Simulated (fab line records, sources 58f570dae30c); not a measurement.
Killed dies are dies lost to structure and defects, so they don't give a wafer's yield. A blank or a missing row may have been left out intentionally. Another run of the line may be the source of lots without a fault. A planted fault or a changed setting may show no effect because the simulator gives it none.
Chamber matching    flow berkeley cmos170    4 sister chambers for UCB170_V1_ETCH_14 on rie diel-04
The step etches SiO2 in CHF3/CF4/Ar, stops on Al, target depth 1250 nm, time 291 s. 7 wafers are shown with their chamber, then 7 later ones without.

## WAFERS PAIRED WITH THEIR CHAMBERS
wafer   chamber  drypump motor current A (A)  throttle valve pct (%)
L374.5  3        5.7                          7.07
L378.6  0        5.9                          6.87
L379.1  2        5.9                          7.00
L379.4  0        6.0                          6.84
L379.6  1        6.5                          6.93
L381.1  2        5.9                          7.00
L381.2  1        6.5                          6.93

## WAFERS MISSING THEIR CHAMBER
wafer   drypump motor current A (A)  throttle valve pct (%)
L381.5  5.9                          6.85
L385.3  6.0                          6.84
L385.4  6.6                          6.93
L385.5  5.7                          7.07
L393.1  5.9                          7.01
L393.5  5.7                          7.06
L393.6  5.9                          6.86

## THE CHAMBER EACH PASSED THROUGH
wafer   from the rows above  in truth
L381.5  0                    0
L385.3  0                    0
L385.4  1                    1
L385.5  3                    3
L393.1  2                    2
L393.5  3                    3
L393.6  0                    0
7 of 7 placed correctly. Left unplaced by these rows: 0. Placed wrongly: 0.
How it was worked out, from the rows above alone: a wafer's distance from a chamber is the root of the sum, over the readings, of the square of ((its reading less the chamber's mean) divided by the reading's scatter). The wafer belongs to the nearest chamber; if the next one is less than 2 further off, it can't be placed. For every chamber, the mean is computed from those of its wafers that are shown. How the scatter is found: for the shown wafers, subtract from each reading the mean of its chamber, square and add these, divide the total by (wafers less chambers), then take the root.
